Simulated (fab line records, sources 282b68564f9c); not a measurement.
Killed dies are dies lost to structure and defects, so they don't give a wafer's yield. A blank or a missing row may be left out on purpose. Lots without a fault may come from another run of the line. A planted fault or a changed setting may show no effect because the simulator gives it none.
fab line records | flow rit_cmos
record lots=5 wafers=15 last_day=7
route steps=202 shown NSD@133 PSD@142 SDANNEAL@153
lots that met no fault: from a run of the same line without faults
start_h: hours from the record's first day to the start of the lot's first wafer shown | wait_h: hours since the lot's step before | " the same as in the row above | L1.1+2: a row that stands for several wafers | - no value, or no start given | * or withheld: withheld | < > ~ a bound
route shown NAME@n: a module of which the file shows steps, and the number in the route of the first | usual: mean/standard deviation of fault-free wafers | same: alike in all rows | chamber/n: place in a boat | sites: the reading at each site | _std_site: their standard deviation | _edge_site: outer sites' mean less inner sites' | radius_mm: how far each site lies from the wafer's centre | mask NAME#n: copy n | behind: the tool/chamber that last shaped the wafer | hold: why the lot was held/for how many hours/how that ended | device: the transistor (n, p or np) that didn't switch | end of line: the same wafers' tests at the end of the route | a step without rows: its recipe alone | killed: dies lost to structure and defects at the first sort, not the wafer's yield | map: a wafer's dies, x killed, . not, _ none there
set.NAME: the setting as run; set.NAME@STEP: as run at that earlier step | model.NAME: the simulator's own value behind a step, which no gauge read
lots at some steps of the route; a table a step, a row a wafer
services: from which hour (start_h, from the record's first day; less than 0 if before it) a tool's chamber was out of use, for how many hours, and why
## steps
# step RIT_NSD_SOFTBAKE_02
# recipe resist=NOVOLAK temp_c=90 time_s=60
# step RIT_NSD_EXPOSE_03
# recipe mask_id=M9 na=0.57 target_cd_nm=40700 dose_mj=250
# step RIT_NSD_PEB_04
# recipe resist=NOVOLAK temp_c=withheld time_s=withheld
# step RIT_NSD_DEVELOP_05
# recipe resist=NOVOLAK develop_time_s=50 dev_temp_c=23
# step RIT_NSD_OVL_MEAS_06
# usual NSD_OVL=0.0/1.3
# columns lot.wafer tool chamber start_h wait_h NSD_OVL[nm]
L329.1 overlay-01 - 57.78 - 2.1
L329.4 " - " " 0.4
L329.6 " - " " 0.4
L332.3 overlay-02 - 71.30 - -0.2
L332.4 " - " " -1.0
L332.6 " - " " 1.0
L340.1 overlay-01 - 117.90 - -0.9
L340.4 " - " " 0.7
L340.6 " - " " 0.7
L346.2 overlay-02 - 152.23 - -0.8
L346.4 " - " " -0.8
L346.6 " - " " 1.2
L350.1 overlay-02 - 167.85 - 0.6
L350.2 " - " " -1.6
L350.6 " - " " -0.4
# step RIT_NSD_HARDBAKE_07
# recipe resist=NOVOLAK temp_c=140 time_s=60
# step RIT_NSD_IMPLANT_08
# recipe species=P energy_kev=25 dose_cm2=1e+15 tilt_deg=7
# step RIT_NSD_STRIP_09
# recipe chemistry=O2 time_s=180 resist=NOVOLAK platen_temp_c=withheld power_w=500 pressure_mtorr=4000 o2_flow_sccm=4000
# usual drypump_motor_current_A=5.4/0.43 rf_refl_power_W=7.6/1.4
# columns lot.wafer tool chamber start_h wait_h drypump_motor_current_A rf_hours_counter_h rf_refl_power_W
L329.1 plasma_asher-04 1 58.12 0.1 4.9 42 8.4
L329.4 " 1 " " 4.9 - 8.5
L329.6 " 0 " " 5.1 - 7.7
L332.3 plasma_asher-04 0 71.69 0.1 5.1 - 7.5
L332.4 " 1 " " 5.0 - 8.5
L332.6 " 1 " " 4.9 - 8.7
L340.1 plasma_asher-04 1 118.24 0.1 4.9 48 8.9
L340.4 " 0 " " 5.1 - 7.9
L340.6 " 1 " " 5.0 - 8.8
L346.2 plasma_asher-03 0 152.56 0.1 6.2 37 4.4
L346.4 " 0 " " 6.2 - 4.4
L346.6 " 0 " " 6.2 - 4.1
L350.1 plasma_asher-02 0 168.18 0.1 5.5 54 8.7
L350.2 " 1 " " 5.1 54 7.6
L350.6 " 1 " " 5.1 - 7.4
# step RIT_NSD_TW_MEAS_10
# usual NSD_TW=3172/21
# columns lot.wafer tool chamber start_h wait_h NSD_TW
L329.1 film_metro-01 - 58.29 0.1 3189
L329.4 " - " " 3185
L329.6 " - " " 3169
L332.3 film_metro-01 - 71.82 0.1 3177
L332.4 " - " " 3176
L332.6 " - " " 3199
L340.1 film_metro-04 - 118.41 0.1 3192
L340.4 " - " " 3196
L340.6 " - " " 3194
L346.2 film_metro-01 - 152.74 0.1 3181
L346.4 " - " " 3169
L346.6 " - " " 3204
L350.1 film_metro-01 - 168.36 0.1 3162
L350.2 " - " " 3139
L350.6 " - " " 3150
# step RIT_PSD_HMDS_00
# recipe prime_time_s=60 prime_temp_c=140
# step RIT_PSD_COAT_01
# recipe resist=NOVOLAK spin_rpm=3250 resist_thk_nm=1000
# step RIT_PSD_SOFTBAKE_02
# recipe resist=NOVOLAK temp_c=90 time_s=60
# step RIT_PSD_EXPOSE_03
# recipe mask_id=M10 na=0.57 target_cd_nm=40900 dose_mj=250
# columns lot.wafer tool chamber start_h wait_h mask
L329.1+4+6 iline_stepper-02 0 58.93 0.2 M10#0
L332.3+4+6 iline_stepper-01 0 72.48 0.2 M9#0
L340.1+4+6 iline_stepper-01 0 119.05 0.2 M10#0
L346.2+4+6 iline_stepper-02 0 153.55 0.2 M10#0
L350.1+2+6 iline_stepper-01 0 168.99 0.2 M10#0
# step RIT_PSD_PEB_04
# recipe resist=NOVOLAK temp_c=withheld time_s=withheld
# step RIT_PSD_DEVELOP_05
# recipe resist=NOVOLAK develop_time_s=50 dev_temp_c=23
# step RIT_PSD_OVL_MEAS_06
# usual PSD_OVL=0.3/1.2
# columns lot.wafer tool chamber start_h wait_h PSD_OVL[nm]
L329.1 overlay-01 - 59.33 - -0.1
L329.4 " - " " 0.9
L329.6 " - " " -1.2
L332.3 overlay-02 - 72.85 - -
L332.4 " - " " -
L332.6 " - " " -
L340.1 overlay-02 - 119.45 - -1.2
L340.4 " - " " 0.1
L340.6 " - " " -0.7
L346.2 overlay-02 - 153.95 - 0.4
L346.4 " - " " 0.3
L346.6 " - " " -0.1
L350.1 overlay-01 - 169.39 - 1.2
L350.2 " - " " 0.8
L350.6 " - " " 0.5
# step RIT_PSD_HARDBAKE_07
# recipe resist=NOVOLAK temp_c=140 time_s=60
# step RIT_PSD_IMPLANT_08
# recipe species=BF2 energy_kev=27 dose_cm2=5e+15 tilt_deg=7
# step RIT_PSD_STRIP_09
# recipe chemistry=O2 time_s=180 resist=NOVOLAK platen_temp_c=withheld power_w=500 pressure_mtorr=4000 o2_flow_sccm=4000
# usual drypump_motor_current_A=5.28/0.23 rf_refl_power_W=7.3/1.4
# columns lot.wafer tool chamber start_h wait_h drypump_motor_current_A rf_hours_counter_h rf_refl_power_W
L329.1 plasma_asher-02 0 59.66 0.1 5.52 43 9.0
L329.4 " 0 " " 5.52 - 8.7
L329.6 " 0 " " 5.54 - 8.5
L332.3 plasma_asher-02 1 73.23 0.1 5.11 - 7.8
L332.4 " 0 " " 5.52 - 8.8
L332.6 " 0 " " 5.52 - 8.6
L340.1 plasma_asher-04 0 119.78 0.1 5.04 48 7.9
L340.4 " 1 " " 4.92 - 8.8
L340.6 " 0 " " 5.04 - 7.7
L346.2 plasma_asher-01 0 154.43 0.2 5.47 4 6.6
L346.4 " 0 " " 5.49 - 6.9
L346.6 " 1 " " 5.45 - 4.8
L350.1 plasma_asher-01 0 169.89 0.1 5.49 6 6.5
L350.2 " 1 " " 5.50 6 4.6
L350.6 " 1 " " 5.51 - 4.7
# step RIT_PSD_TW_MEAS_10
# usual PSD_TW=3470/27
# columns lot.wafer tool chamber start_h wait_h PSD_TW
L329.1 film_metro-01 - 59.84 0.1 3490
L329.4 " - " " 3518
L329.6 " - " " 3515
L332.3 film_metro-01 - 73.37 0.1 31
L332.4 " - " " 30
L332.6 " - " " 31
L340.1 film_metro-04 - 119.96 0.1 3486
L340.4 " - " " 3471
L340.6 " - " " 3445
L346.2 film_metro-02 - 154.62 0.1 3441
L346.4 " - " " 3455
L346.6 " - " " 3406
L350.1 film_metro-02 - 170.07 0.1 3416
L350.2 " - " " 3426
L350.6 " - " " 3404
# step RIT_SDANNEAL_CLEAN_00
# recipe chemistry=SC1 mix=3:3:50 time_s=600 temp_c=75
## services
# columns tool chamber start_h hours kind
iline_stepper-01 0 43.46 - calibration
plasma_asher-01 - 87.05 0.5 repair
plasma_asher-01 - 108.75 9.0 pm
plasma_asher-01 0 108.75 9.0 vent_cycle
plasma_asher-01 1 108.75 9.0 vent_cycle
plasma_asher-01 0 117.75 - clean
plasma_asher-01 1 117.75 - clean
plasma_asher-02 - 119.68 1.4 repair
iline_stepper-01 - 135.48 1.7 pm
iline_stepper-02 - 144.76 1.7 pm
plasma_asher-02 - 162.83 0.7 repair
## key
first_sign step=RIT_PSD_EXPOSE_03 reading=mask direction=changed
effect step=RIT_PSD_OVL_MEAS_06 reading=PSD_OVL direction=missing
effect step=RIT_PSD_TW_MEAS_10 reading=PSD_TW direction=down sigmas=99+ usual=3470 struck=30
met_at RIT_PSD_EXPOSE_03
struck_wafers L332.3,L332.4,L332.6
sort_left_out L332.3,L332.4,L332.6
tester_left_out L332
fault kind=wrong_mask tool=any chamber=- onset_h=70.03 steps=RIT_PSD_EXPOSE_03 aux_copy=M9#0 scope=struck_lots_only
# tester_left_out: of these lots the tester's yield and bins aren't shown, on N5 and GAA mostly nor the transistor test; their killed dies are dies lost to structure and defects alone, not to doping, threshold or leakage, so they don't give the yield
# sort_left_out: the simulated sort isn't trusted on such a fault, so these wafers' sort isn't shown, and their yield isn't known
